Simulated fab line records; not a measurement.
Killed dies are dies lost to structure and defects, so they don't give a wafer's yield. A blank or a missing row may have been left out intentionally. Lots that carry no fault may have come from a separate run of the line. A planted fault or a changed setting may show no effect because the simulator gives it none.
Split-lot trial	flow rit-cmos	23 wafers read across 5 lots, on a route 202 steps long

== ON THE SPLIT ==
At RIT_SILICIDE_SPUTTER_01 (material Ti, target thk 30 nm, time 240 s), the setting power-w was moved away from the recipe's 350 W on 7 of the 23 wafers read, by -10.4% to +7.5%. All remaining wafers had this setting at the recipe value.

== THE PATH FROM SPLIT TO READING: the file shows 1 step between them ==
- RIT_SILICIDE_RS_MEAS_02: measures by four-point-probe

== THE READING ==
SILICIDE_TI_THK, in nm, at RIT_SILICIDE_THK_MEAS_03 (measures by xrf). On this fab line, fault-free wafers typically give 30.0 nm with a standard deviation of 0.37 nm.

wafer	tool, chamber at the split	power-w as run, W	against the recipe	SILICIDE_TI_THK, nm	against lot-mates on the recipe
L074.2	pvd-sputter-01, -	376.2	+7.5%	32.3	+2.2
L074.3	pvd-sputter-01, -	376.2	+7.5%	32.5	+2.4
L074.4	pvd-sputter-01, -	350	recipe	29.9	-
L074.5	pvd-sputter-01, -	350	recipe	30.1	-
L074.6	pvd-sputter-01, -	350	recipe	30.3	-
L076.2	pvd-sputter-04, -	350	recipe	29.8	-
L076.5	pvd-sputter-04, -	350	recipe	29.5	-
L076.6	pvd-sputter-04, -	350	recipe	29.9	-
L080.1	pvd-sputter-04, -	313.6	-10.4%	26.7	-3.1
L080.3	pvd-sputter-04, -	313.6	-10.4%	26.8	-2.9
L080.4	pvd-sputter-04, -	350	recipe	29.8	-
L080.5	pvd-sputter-04, -	313.6	-10.4%	26.8	-2.9
L080.6	pvd-sputter-04, -	350	recipe	29.7	-
L081.1	pvd-sputter-02, -	350	recipe	30.6	-
L081.2	pvd-sputter-02, -	337.1	-3.7%	29.7	-1.1
L081.4	pvd-sputter-02, -	350	recipe	30.7	-
L081.5	pvd-sputter-02, -	350	recipe	31.1	-
L081.6	pvd-sputter-02, -	337.1	-3.7%	29.1	-1.7
L084.2	pvd-sputter-01, -	350	recipe	30.7	-
L084.3	pvd-sputter-01, -	350	recipe	30.5	-
L084.4	pvd-sputter-01, -	350	recipe	30.4	-
L084.5	pvd-sputter-01, -	350	recipe	30.6	-
L084.6	pvd-sputter-01, -	350	recipe	30.6	-

THE FIT
A straight line over all 23 wafers: SILICIDE_TI_THK changes by +0.317 nm for each +1% of power-w; r = +0.96; the points scatter about the line by 0.42 nm.
The same after taking each lot's own level away (the mean of its wafers on the recipe; 23 wafers): +0.297 nm for each +1%; r = +0.99; scatter 0.2 nm.
On that fit, the largest move of power-w shifts the reading by 3.1 nm.
Across the lots, their own levels run from 29.73 to 30.80 nm, a range of 2.9 times the standard deviation given above.
The two slopes agree, so the slope changes little with the lot-to-lot level.
Check: -3.11 nm against its lot-mates is what the line predicts for one of the wafers moved furthest among these (-10.4%) when that wafer is left out of the fit. It came out at -3.05 nm against them.

== THE WHOLE CHAIN: every reading that the file lists as answering this split, in the file's order ==
step	what it does	reading	change (the file's fit)	r (the file's)
RIT_SILICIDE_SPUTTER_01	material Ti, target thk 30 nm, time 240 s	Ti_of_SILICIDE_SPUTTER_01.thk-nm (the simulator's own value, which no gauge read)	+0.297 nm for each +1% of the setting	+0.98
RIT_SILICIDE_RS_MEAS_02	measures by four-point-probe	SILICIDE_TI_RS	-0.647 for each +1% of the setting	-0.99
RIT_SILICIDE_THK_MEAS_03	measures by xrf	SILICIDE_TI_THK	+0.299 for each +1% of the setting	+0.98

== FILE'S OWN FIT ==
SILICIDE_TI_THK changes by +0.299 nm for each +1% of power-w, r = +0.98.
